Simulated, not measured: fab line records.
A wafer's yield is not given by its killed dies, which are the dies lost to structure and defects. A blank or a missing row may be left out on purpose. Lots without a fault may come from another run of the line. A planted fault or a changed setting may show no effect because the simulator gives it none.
fab line records | flow rit_cmos
[record] lots = 14 | wafers = 42 | last_day = 7
route steps=202 shown PLDD@119
lots untouched by any fault: they come from a run of this same line in which no faults occurred
start_h: start of the lot's first displayed wafer, in hours after the record's first day | wait_h: hours from the lot's prior step to this one | " identical to the entry in the row above | L1.1+2: one row covering several wafers at once | - no value present, or no start provided | * or withheld: withheld | < > ~ a bound
route shown NAME@n: names a module that has steps shown in the file, with the first one's number in the route | usual: mean/standard deviation taken from wafers without a fault | same: alike in all rows | chamber/n: place in a boat | sites: each site's reading | _std_site: the standard deviation of these | _edge_site: outer sites' mean less inner sites' | radius_mm: for every site, how far away it sits from the centre of the wafer | mask NAME#n: copy n | behind: the last tool/chamber to shape the wafer | hold: why the lot was held/for how many hours/how that ended | device: transistor that didn't switch, given as n, p or np | end of line: at the end of the route, the tests of the same wafers | where a step has no rows: the recipe by itself | killed: count of dies lost to structure and defects at first sort (not the wafer's yield) | map: per-die view of a wafer (x killed, . not killed, _ where there is no die)
set.NAME: the setting the step ran with; set.NAME@STEP: the setting that earlier step ran with | model.NAME: the simulator's own value behind a step, which no gauge read
the route's steps for a sample of lots (tables are steps, rows are wafers)
[[steps]]
[step RIT_PLDD_DEVELOP_05]
[recipe] resist = NOVOLAK | develop_time_s = 50 | dev_temp_c = 23
[usual] chill_plate_temp_C = 22.99/0.12 | develop_time_s = 50/0
lot.wafer | tool           | chamber | start_h | wait_h | chill_plate_temp_C | develop_time_s
L999.1    | litho_track-01 | 0       | 56      | -      | 23.23              | 50
L999.2    | "              | 0       | "       | "      | 22.91              | 50
L999.4    | "              | 0       | "       | "      | 23.07              | 50
L100.2    | litho_track-01 | 0       | 60      | -      | 23.26              | 50
L100.3    | "              | 0       | "       | "      | 23.12              | 50
L100.6    | "              | 0       | "       | "      | 23.27              | 50
L102.1    | litho_track-01 | 0       | 69      | -      | 23.06              | 50
L102.3    | "              | 0       | "       | "      | 22.91              | 50
L102.6    | "              | 0       | "       | "      | 22.94              | 50
L107.1    | litho_track-01 | -       | 99      | -      | -                  | -
L107.3    | "              | -       | "       | "      | -                  | -
L107.6    | "              | -       | "       | "      | -                  | -
L108.3    | litho_track-03 | -       | 99      | -      | -                  | -
L108.5    | "              | -       | "       | "      | -                  | -
L108.6    | "              | -       | "       | "      | -                  | -
L110.2    | litho_track-01 | 0       | 111     | -      | 22.86              | 50
L110.5    | "              | 0       | "       | "      | 23.01              | 50
L110.6    | "              | 0       | "       | "      | 22.90              | 50
L113.2    | litho_track-03 | 0       | 121     | -      | 22.85              | 50
L113.4    | "              | 0       | "       | "      | 22.95              | 50
L113.6    | "              | 0       | "       | "      | 22.85              | 50
L114.1    | litho_track-04 | 0       | 124     | -      | 22.87              | 50
L114.2    | "              | 0       | "       | "      | 23.05              | 50
L114.4    | "              | 0       | "       | "      | 23.00              | 50
L115.2    | litho_track-03 | 0       | 135     | -      | 23.18              | 50
L115.3    | "              | 0       | "       | "      | 22.82              | 50
L115.6    | "              | 0       | "       | "      | 22.86              | 50
L116.2    | litho_track-03 | 0       | 143     | -      | 22.90              | 50
L116.5    | "              | 0       | "       | "      | 22.86              | 50
L116.6    | "              | 0       | "       | "      | 22.97              | 50
L117.2    | litho_track-03 | 0       | 145     | -      | 23.11              | 50
L117.3    | "              | 0       | "       | "      | 22.91              | 50
L117.4    | "              | 0       | "       | "      | 22.97              | 50
L118.1    | litho_track-04 | 0       | 148     | -      | 22.65              | 50
L118.5    | "              | 0       | "       | "      | 23.09              | 50
L118.6    | "              | 0       | "       | "      | 22.88              | 50
L120.2    | litho_track-04 | 0       | 158     | -      | 23.08              | 50
L120.4    | "              | 0       | "       | "      | 23.06              | 50
L120.6    | "              | 0       | "       | "      | 23.18              | 50
L121.3    | litho_track-04 | 0       | 164     | -      | 23.06              | 50
L121.5    | "              | 0       | "       | "      | 22.95              | 50
L121.6    | "              | 0       | "       | "      | 22.85              | 50
[[key]]
[first_sign] step = RIT_PLDD_DEVELOP_05 | reading = tool_record | direction = missing
effect none on later readings
met_at RIT_PLDD_DEVELOP_05
struck_lots L107,L108
sort_left_out L107.1,L107.3,L107.6,L108.3,L108.5,L108.6
tester_left_out L107,L108
onset_between 69 99
[fault] kind = skipped_step_whole | tool = litho_track-01,litho_track-03 | chamber = - | onset_h = 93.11 | steps = RIT_PLDD_DEVELOP_05 | scope = struck_lots_only
// tester_left_out: of these lots the tester's yield and bins aren't shown, on N5 and GAA mostly nor the transistor test; their killed dies are dies lost to structure and defects alone, not to doping, threshold or leakage, so they don't give the yield
// sort_left_out: the simulated sort isn't trusted on such a fault, so these wafers' sort isn't shown, and their yield isn't known
